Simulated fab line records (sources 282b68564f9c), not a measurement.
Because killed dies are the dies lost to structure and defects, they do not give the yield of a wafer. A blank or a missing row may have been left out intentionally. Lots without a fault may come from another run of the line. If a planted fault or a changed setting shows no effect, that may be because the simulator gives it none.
fab line records    flow ritCmos
record lots=7  wafers=21  lastDay=7
route steps=202 shown ACTIVE@1 M1@202
lots that met no fault: from a run of the same line without faults
startH: hours from the record's first day to the start of the lot's first wafer shown    waitH: time in hours since the lot's previous step    " the same as in the row above    L1.1+2: a row that stands for several wafers    - no value present, or no start provided    * or withheld: withheld    < > ~ a bound
route shown NAME@n: NAME is a module with steps in the file, n the number in the route of the first one    usual: mean/standard deviation of fault-free wafers    same: alike in all rows    chamber/n: place in a boat    sites: each site's reading    _std_site: standard deviation across them    _edge_site: outer sites' mean less inner sites'    radiusMm: how far each site lies from the wafer's centre    mask NAME#n: copy n    behind: the tool/chamber that last shaped the wafer    hold: cause of the lot's hold/its duration in hours/its outcome    device: the n, p or np transistor that did not switch    end of line: the same wafers' tests at the end of the route    for a step that has no rows: nothing shown but its recipe    killed: not the wafer's yield, but the dies lost to structure and defects at the first sort    map: shows each die of a wafer: x if killed, . if not, _ if none is there
set.NAME: the setting that was run; set.NAME@STEP: the one run at that earlier step    model.NAME: the simulator's own value behind a step, which no gauge read
certain route steps with their lots: each step a table, each wafer a row
services: when a tool's chamber went out of use (startH, in hours from the record's first day, below 0 if earlier), for how many hours, and the reason
## steps
# step RIT_ACTIVE_BOW_MEAS_00
# recipe mode=bow
# usual INCOMING_BOW=-1/6.4
lot.wafer  tool          chamber  startH  waitH  INCOMING_BOW[um]
L486.3     filmMetro-01  -        30.04   -      -7
L486.4     "             -        "       "      2
L486.6     "             -        "       "      -11
L489.1     filmMetro-01  -        45.00   -      0
L489.2     "             -        "       "      -14
L489.4     "             -        "       "      -7
L492.2     filmMetro-02  -        60.02   -      13
L492.3     "             -        "       "      -10
L492.5     "             -        "       "      -3
L498.1     filmMetro-03  -        90.00   -      5
L498.3     "             -        "       "      9
L498.6     "             -        "       "      -10
L499.1     filmMetro-01  -        95.00   -      -1
L499.2     "             -        "       "      -16
L499.4     "             -        "       "      -6
L501.1     filmMetro-02  -        105.00  -      -10
L501.3     "             -        "       "      2
L501.4     "             -        "       "      2
L505.4     filmMetro-02  -        125.06  -      -1
L505.5     "             -        "       "      -15
L505.6     "             -        "       "      -1
# step RIT_ACTIVE_OXIDATION_01
# recipe tempC=990.3  ambient=O2  targetThkA=468  oxTimeS=3360
# step RIT_ACTIVE_THK_MEAS_02
# recipe reads=SiO2_of_ACTIVE_OXIDATION_01
# usual ACTIVE_OXIDE_THK=42.5/1
lot.wafer  tool          chamber  startH  waitH  ACTIVE_OXIDE_THK[nm]
L486.3     filmMetro-03  -        32.07   0.0    42.3
L486.4     "             -        "       "      42.5
L486.6     "             -        "       "      42.7
L489.1     filmMetro-01  -        47.14   0.0    41.4
L489.2     "             -        "       "      41.0
L489.4     "             -        "       "      41.0
L492.2     filmMetro-02  -        62.06   0.0    44.1
L492.3     "             -        "       "      43.7
L492.5     "             -        "       "      43.2
L498.1     filmMetro-02  -        92.05   0.0    41.4
L498.3     "             -        "       "      41.3
L498.6     "             -        "       "      41.1
L499.1     filmMetro-03  -        97.05   0.0    42.4
L499.2     "             -        "       "      43.0
L499.4     "             -        "       "      43.0
L501.1     filmMetro-02  -        107.05  0.0    43.3
L501.3     "             -        "       "      41.9
L501.4     "             -        "       "      42.5
L505.4     filmMetro-03  -        127.08  0.0    42.3
L505.5     "             -        "       "      42.2
L505.6     "             -        "       "      42.4
# step RIT_ACTIVE_CVD_03
# recipe material=Si3N4  targetThkNm=150  tempC=810  precursor=SiH2Cl2/NH3  timeS=1500  pressureMtorr=300  sih2cl2FlowSccm=60  nh3FlowSccm=150
# step RIT_ACTIVE_THK_MEAS_04
# recipe reads=Si3N4_of_ACTIVE_CVD_03
# usual ACTIVE_NITRIDE_THK=149.8/1.3
lot.wafer  tool          chamber  startH  waitH  ACTIVE_NITRIDE_THK[nm]
L486.3     filmMetro-01  -        33.55   0.0    153.4
L486.4     "             -        "       "      152.3
L486.6     "             -        "       "      151.8
L489.1     filmMetro-03  -        49.10   0.0    149.7
L489.2     "             -        "       "      151.1
L489.4     "             -        "       "      150.4
L492.2     filmMetro-01  -        63.54   0.0    150.2
L492.3     "             -        "       "      150.3
L492.5     "             -        "       "      149.7
L498.1     filmMetro-01  -        93.53   0.0    149.3
L498.3     "             -        "       "      149.3
L498.6     "             -        "       "      149.1
L499.1     filmMetro-01  -        98.53   0.0    151.3
L499.2     "             -        "       "      150.5
L499.4     "             -        "       "      151.2
L501.1     filmMetro-01  -        108.53  0.0    151.1
L501.3     "             -        "       "      152.2
L501.4     "             -        "       "      151.3
L505.4     filmMetro-03  -        128.56  0.0    151.1
L505.5     "             -        "       "      150.0
L505.6     "             -        "       "      149.4
# step RIT_ACTIVE_HMDS_05
# recipe primeTimeS=60  primeTempC=140
# step RIT_ACTIVE_COAT_06
# recipe resist=NOVOLAK  spinRpm=3250  resistThkNm=1000
# step RIT_ACTIVE_SOFTBAKE_07
# recipe resist=NOVOLAK  tempC=90  timeS=60
# step RIT_ACTIVE_EXPOSE_08
# recipe maskId=M1  na=0.6  sourceShape=conventional  sigmaOuter=0.6  targetCdNm=1400  doseMj=225
# usual exposureDoseMJCm2=225.03/0.26
# same sigmaOuter=0.6
lot.wafer  tool             chamber  startH  waitH  mask  exposureDoseMJCm2
L486.3     ilineStepper-02  0        34.08   0.1    M1#0  224.96
L486.4     "                0        "       "      M1#0  224.75
L486.6     "                0        "       "      M1#0  225.34
L489.1     ilineStepper-01  0        49.61   0.1    M1#0  225.24
L489.2     "                0        "       "      M1#0  225.03
L489.4     "                0        "       "      M1#0  225.30
L492.2     ilineStepper-01  0        64.06   0.1    M1#0  224.87
L492.3     "                0        "       "      M1#0  224.92
L492.5     "                0        "       "      M1#0  224.88
L498.1     ilineStepper-02  0        94.04   0.1    M1#0  219.73
L498.3     "                0        "       "      M1#0  219.75
L498.6     "                0        "       "      M1#0  219.49
L499.1     ilineStepper-02  0        99.04   0.1    M1#0  215.30
L499.2     "                0        "       "      M1#0  214.98
L499.4     "                0        "       "      M1#0  215.24
L501.1     ilineStepper-02  0        109.17  0.2    M1#0  212.22
L501.3     "                0        "       "      M1#0  212.30
L501.4     "                0        "       "      M1#0  212.27
L505.4     ilineStepper-01  0        129.22  0.2    M1#0  225.75
L505.5     "                0        "       "      M1#0  225.57
L505.6     "                0        "       "      M1#0  225.55
# step RIT_ACTIVE_PEB_09
# recipe resist=NOVOLAK  tempC=withheld  timeS=withheld
# step RIT_ACTIVE_DEVELOP_10
# recipe resist=NOVOLAK  developTimeS=50  devTempC=23
# step RIT_ACTIVE_CD_MEAS_11
# recipe targetCdNm=1400
# usual cdNm=1400.3/2
lot.wafer  tool      chamber  startH  waitH  cdNm
L486.3     cdSem-01  -        34.48   -      1401.8
L486.4     "         -        "       "      1403.2
L486.6     "         -        "       "      1400.5
L489.1     cdSem-02  -        50.01   -      1397.6
L489.2     "         -        "       "      1398.2
L489.4     "         -        "       "      1398.4
L492.2     cdSem-02  -        64.46   -      1401.2
L492.3     "         -        "       "      1400.3
L492.5     "         -        "       "      1400.4
L498.1     cdSem-01  -        94.44   -      1333.6
L498.3     "         -        "       "      1393.0
L498.6     "         -        "       "      1370.6
L499.1     cdSem-02  -        99.44   -      1394.8
L499.2     "         -        "       "      1402.6
L499.4     "         -        "       "      1394.2
L501.1     cdSem-02  -        109.56  -      1360.2
L501.3     "         -        "       "      1366.0
L501.4     "         -        "       "      1377.0
L505.4     cdSem-01  -        129.78  -      1402.3
L505.5     "         -        "       "      1401.7
L505.6     "         -        "       "      1404.4
# step RIT_ACTIVE_HARDBAKE_12
# recipe resist=NOVOLAK  tempC=140  timeS=60
# step RIT_ACTIVE_ETCH_13
# recipe stopOn=SiO2  chemistry=SF6  target=Si3N4  timeS=210  overEtchFrac=0.4  SF6_flow_sccm=200  pressureMtorr=271.8  rfW=125  targetDepthA=2100
# usual drypumpMotorCurrentA=5.8/0.41  oesProductAu=0.817/0.013  throttleValvePct=7.36/0.12
lot.wafer  tool        chamber  startH  waitH  drypumpMotorCurrentA  oesProductAu  rfHoursCounterH  throttleValvePct  model.ACTIVE.cdNm
L486.3     rieDiel-04  1        34.71   0.1    6.2                   0.848         2                7.39              1402
L486.4     "           3        "       "      5.0                   0.816         89               7.22              1403
L486.6     "           2        "       "      5.3                   0.838         -                7.44              1401
L489.1     rieDiel-01  1        50.28   0.1    6.4                   0.835         163              7.46              1397
L489.2     "           0        "       "      6.0                   0.830         5                7.42              1398
L489.4     "           2        "       "      5.4                   0.794         62               7.55              1398
L492.2     rieDiel-04  0        64.71   0.1    6.0                   0.807         105              7.28              1401
L492.3     "           3        "       "      5.0                   0.818         89               7.21              1400
L492.5     "           3        "       "      5.0                   0.812         -                7.20              1400
L498.1     rieDiel-01  3        94.71   0.1    5.6                   0.816         160              7.18              1334
L498.3     "           2        "       "      5.4                   0.801         63               7.56              1393
L498.6     "           0        "       "      5.9                   0.812         -                7.42              1371
L499.1     rieDiel-04  0        99.71   0.1    6.0                   0.813         106              7.29              1395
L499.2     "           1        "       "      6.2                   0.833         3                7.39              1402
L499.4     "           2        "       "      5.3                   0.833         103              7.44              1394
L501.1     rieDiel-01  1        109.83  0.1    6.4                   0.826         0                7.46              1360
L501.3     "           2        "       "      5.4                   0.800         63               7.56              1365
L501.4     "           2        "       "      5.4                   0.791         -                7.56              1377
L505.4     rieDiel-01  3        129.99  0.1    5.6                   0.808         0                7.20              1402
L505.5     "           0        "       "      5.9                   0.818         -                7.43              1401
L505.6     "           1        "       "      6.4                   0.824         -                7.47              1404
# step RIT_ACTIVE_STRIP_14
# recipe chemistry=O2  timeS=180  resist=NOVOLAK  platenTempC=withheld  powerW=500  pressureMtorr=4000  o2FlowSccm=4000
# usual drypumpMotorCurrentA=5.6/0.56
lot.wafer  tool            chamber  startH  waitH  drypumpMotorCurrentA  rfHoursCounterH
L486.3     plasmaAsher-03  1        34.90   0.1    6.1                   -
L486.4     "               0        "       "      4.8                   -
L486.6     "               0        "       "      4.7                   -
L489.1     plasmaAsher-01  0        50.42   0.1    5.7                   42
L489.2     "               1        "       "      5.6                   42
L489.4     "               0        "       "      5.7                   -
L492.2     plasmaAsher-03  1        64.84   0.1    6.1                   43
L492.3     "               0        "       "      4.8                   -
L492.5     "               1        "       "      6.1                   -
L498.1     plasmaAsher-04  1        94.84   0.1    6.2                   27
L498.3     "               1        "       "      6.2                   -
L498.6     "               1        "       "      6.2                   -
L499.1     plasmaAsher-04  1        99.84   0.1    6.2                   28
L499.2     "               0        "       "      5.5                   28
L499.4     "               1        "       "      6.2                   -
L501.1     plasmaAsher-03  1        109.97  0.1    6.1                   48
L501.3     "               0        "       "      4.8                   -
L501.4     "               1        "       "      6.1                   -
L505.4     plasmaAsher-03  1        130.19  0.1    6.1                   -
L505.5     "               0        "       "      4.7                   -
L505.6     "               1        "       "      6.1                   -
# step RIT_M1_PROBE_99
# usual killed_at_M0_to_M3=0.0/0.14  killedAtContacts=0.0/0.22  killedAtFrontEnd=6.5/3  killedDies=6.6/3  killedOpen=3.4/2.2  killedShort=3.3/1.7
# same grossDies=264  killed_at_M4_up=0  killedAtBackSide=0  killedAtOther=0
lot.wafer  tool       chamber  startH  waitH  killed_at_M0_to_M3  killedAtContacts  killedAtFrontEnd  killedDies  killedOpen  killedShort  model.etest.pplusSal.widthNm  model.etest.nplusSal.widthNm  model.etest.nldd.widthNm  model.etest.pldd.widthNm
L489.1     prober-02  -        92.48   0.1    0                   0                 4                 4           2           2            3487                          3492                          3243                      3228
L489.2     prober-02  -        92.53   0.1    0                   1                 2                 3           3           0            3497                          3472                          3256                      3256
L489.4     prober-02  -        92.63   0.2    0                   0                 5                 5           2           3            3484                          3473                          3260                      3249
L498.1     prober-01  -        138.36  0.1    0                   0                 9                 9           7           2            3406                          3409                          3151                      3133
L498.3     prober-01  -        138.46  0.2    0                   0                 6                 6           2           4            3479                          3485                          3220                      3220
L498.6     prober-01  -        138.61  0.2    0                   0                 1                 1           0           1            3434                          3433                          3170                      3175
L499.1     prober-02  -        143.23  0.1    0                   0                 5                 5           2           3            3458                          3441                          3214                      3199
L499.2     prober-02  -        143.28  0.1    0                   0                 9                 9           5           4            3482                          3463                          3212                      3217
L499.4     prober-02  -        143.38  0.2    0                   0                 8                 8           5           3            3445                          3434                          3214                      3201
L501.1     prober-02  -        153.35  0.1    0                   0                 8                 8           3           5            3432                          3428                          3179                      3178
L501.3     prober-02  -        153.45  0.2    0                   0                 4                 4           3           1            3435                          3423                          3194                      3208
L501.4     prober-02  -        153.50  0.2    0                   0                 6                 6           3           3            3475                          3447                          3204                      3193
L505.4     prober-02  -        171.66  0.2    0                   0                 7                 7           5           2            3498                          3492                          3242                      3233
L505.5     prober-02  -        171.71  0.2    0                   0                 8                 8           2           6            3457                          3463                          3213                      3215
L505.6     prober-02  -        171.76  0.2    0                   0                 7                 7           3           4            3469                          3470                          3225                      3231
# killed by level:class
L489.1 GATE:geometricParticle:open=2 REOX:geometricParticle:short=2
L489.2 FOX1:geometricParticle:open=1 GATE:geometricParticle:open=1 CONTACT:geometricParticle:open=1
L489.4 FOX1:geometricParticle:short=1 GATE:geometricParticle:open=1 GATE:geometricParticle:short=1 SPACER:geometricParticle:open=1 SPACER:geometricParticle:short=1
L498.1 GATE:geometricParticle:open=3 REOX:geometricParticle:short=2 SILICIDE:geometricParticle:open=2 FOX1:geometricParticle:open=1 REOX:geometricParticle:open=1
L498.3 GATE:geometricParticle:open=2 REOX:geometricParticle:short=2 FOX1:geometricParticle:short=1 SPACER:geometricParticle:short=1
L498.6 SILICIDE:geometricParticle:short=1
L499.1 GATE:geometricParticle:short=3 SPACER:geometricParticle:open=1 SILICIDE:geometricParticle:open=1
L499.2 GATE:geometricParticle:short=2 SPACER:geometricParticle:open=2 SILICIDE:geometricParticle:short=2 GATE:geometricParticle:open=1 REOX:geometricParticle:open=1 SILICIDE:geometricParticle:open=1
L499.4 REOX:geometricParticle:open=3 GATE:geometricParticle:open=2 REOX:geometricParticle:short=2 GATE:geometricParticle:short=1
L501.1 GATE:geometricParticle:short=3 SILICIDE:geometricParticle:short=2 FOX1:geometricParticle:open=1 SPACER:geometricParticle:open=1 SILICIDE:geometricParticle:open=1
L501.3 FOX1:geometricParticle:open=1 GATE:geometricParticle:open=1 SPACER:geometricParticle:short=1 SPACER:geometricParticle:open=1
L501.4 GATE:geometricParticle:short=2 SILICIDE:geometricParticle:open=2 GATE:geometricParticle:open=1 SPACER:geometricParticle:short=1
L505.4 FOX2:geometricParticle:open=2 FOX1:geometricParticle:open=1 FOX2:geometricParticle:short=1 GATE:geometricParticle:open=1 GATE:geometricParticle:short=1 REOX:geometricParticle:open=1
L505.5 GATE:geometricParticle:short=4 FOX2:geometricParticle:short=1 FOX2:geometricParticle:open=1 REOX:geometricParticle:open=1 SPACER:geometricParticle:short=1
L505.6 GATE:geometricParticle:open=2 SILICIDE:geometricParticle:short=2 FOX1:geometricParticle:open=1 FOX2:geometricParticle:short=1 GATE:geometricParticle:short=1
## services
tool             chamber  startH  hours  kind
ilineStepper-01  -        16.82   1.7    pm
rieDiel-04       3        16.98   12.8   repair
rieDiel-04       0        20.65   7.6    repair
rieDiel-01       -        27.14   0.1    repair
plasmaAsher-03   -        36.07   1.1    repair
ilineStepper-02  -        48.99   1.7    pm
rieDiel-01       0        59.10   5.6    repair
rieDiel-01       -        76.79   0.7    repair
rieDiel-01       1        80.48   -      clean
rieDiel-01       1        80.48   23.1   scheduledDown
rieDiel-01       1        80.48   23.1   ventCycle
rieDiel-01       3        103.58  -      clean
rieDiel-01       3        103.58  15.2   scheduledDown
rieDiel-01       3        103.58  15.2   ventCycle
ilineStepper-01  -        105.04  1.3    repair
plasmaAsher-01   -        108.75  9.0    pm
plasmaAsher-01   0        108.75  9.0    ventCycle
plasmaAsher-01   1        108.75  9.0    ventCycle
plasmaAsher-01   0        117.75  -      clean
plasmaAsher-01   1        117.75  -      clean
## key
firstSign step=RIT_ACTIVE_EXPOSE_08  reading=exposureDoseMJCm2  direction=down  sigmas=36  usual=225.03  struck=215.70
effect step=RIT_ACTIVE_CD_MEAS_11  reading=cdNm  direction=down  sigmas=11  usual=1400.3  struck=1376.9  wafersMoved=8  through=controlLoop
modelEffect step=RIT_ACTIVE_ETCH_13  value=ACTIVE.cdNm  without=1398  struck=1377
modelEffect step=RIT_M1_PROBE_99  value=etest.pplusSal.widthNm  without=3471  struck=3450
metAt RIT_ACTIVE_EXPOSE_08
struckWafers L498.1,L498.3,L498.6,L499.1,L499.2,L499.4,L501.1,L501.3,L501.4
testerLeftOut L498,L499,L501
loopTrim step=RIT_ACTIVE_EXPOSE_08  setting=dose  lots=L498,L499,L501
onsetBetween 34.08 94.04
fault kind=processParameterDrift  tool=ilineStepper-02  chamber=-  onsetH=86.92  steps=RIT_ACTIVE_EXPOSE_08  channel=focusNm  offset=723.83  spreadByWafer=0.3  shape=step  endH=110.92
# testerLeftOut: of these lots the tester's yield and bins aren't shown, on N5 and GAA mostly nor the transistor test; their killed dies are dies lost to structure and defects alone, not to doping, threshold or leakage, so they don't give the yield
# loopTrim: a control loop set the setting to another value than it would have without faults
